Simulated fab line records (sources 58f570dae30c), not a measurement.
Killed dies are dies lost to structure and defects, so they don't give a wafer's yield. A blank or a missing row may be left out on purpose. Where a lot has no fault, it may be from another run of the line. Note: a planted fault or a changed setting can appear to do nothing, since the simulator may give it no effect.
A struck lot beside a sound one || flow berkeley cmos170 || 14 out of 331 route steps
Sound: the wafers L522.3, L522.5, L522.6. Wafers struck: L515.3, L515.4, L515.5. The cause is given at the end.
Order at every step that has rows: each side's tool, ch and its chambers, its first start. Under that, the readings that differ: sound wafers || struck wafers || difference of the means || sigmas: that difference in standard deviations of wafers without a fault.
alike: words and numbers the same on both sides, and readings whose means are apart by under 2 such deviations; not compared: readings that were withheld, readings missing a value for some wafer, numbers with overlapping values and no deviation given by the record, and bounds like >300 which may hide the same value.
Wherever a step has rows on one side only, a row that says differs or no value, or a row with sigmas, the two part there. Numbers that have no deviation but don't overlap get no sigmas and don't part them. Lack of a reading on every wafer of one side parts them only where that side has two or more wafers.

first, 1 step without rows for these wafers: UCB170_FIELD_WET_ETCH_06 (etches SiO2 in BOE, time 22 s).
UCB170_FIELD_THK_MEAS_90:
  sound on film metro-04, day 7 16:27; struck on film metro-04, day 6 16:01
{"reading": "FIELD_OXIDE_LEFT_1_THK (nm)", "sound": "432 416 426", "struck": "444 441 455", "difference": "+22", "sigmas": "+2"}
then, 2 steps without rows for these wafers: UCB170_SACOX_CLEAN_00 (cleans in dHF, time 7.5 s); UCB170_SACOX_OXIDATION_01 (target thk 14.4 nm, ox time 2400 s).
UCB170_SACOX_THK_MEAS_02:
  sound on film metro-02, day 7 21:38; struck on film metro-02, day 6 20:47
  alike: SACOX_OXIDE_THK
then, 2 steps without rows for these wafers: UCB170_SCREENOX_WET_ETCH_00 (etches SiO2 in dHF, time 200 s); UCB170_SCREENOX_OXIDATION_01 (target thk 14.4 nm, ox time 2400 s).
UCB170_SCREENOX_THK_MEAS_02:
  sound on film metro-02, day 8 02:57; struck on film metro-02, day 7 01:20
  alike: SCREENOX_OXIDE_THK
then, 4 steps without rows for these wafers: UCB170_SCREENOX_ANNEAL_03 (time 900 s); UCB170_NVT_HMDS_00 (prime time 60 s); UCB170_NVT_COAT_01 (resist thk 900 nm); UCB170_NVT_SOFTBAKE_02 (time 60 s).
UCB170_NVT_EXPOSE_03: exposes mask PWELL, target cd 3000 nm.
  struck on krf scanner-01, day 7 06:17; sound on krf scanner-02 ch 0, day 8 07:31
  no value came back on the struck wafers for exposure dose mJ cm2, focus offset nm (nm); on the sound wafers exposure dose mJ cm2 reads 29.982 29.993 29.936
  alike: mask
next, for these wafers, 1 step has no rows: UCB170_NVT_PEB_04.

WHERE THEY PART
At UCB170_FIELD_THK_MEAS_90 first; at UCB170_NVT_EXPOSE_03 last (within this record only).

WHY: what had been put in by the simulator
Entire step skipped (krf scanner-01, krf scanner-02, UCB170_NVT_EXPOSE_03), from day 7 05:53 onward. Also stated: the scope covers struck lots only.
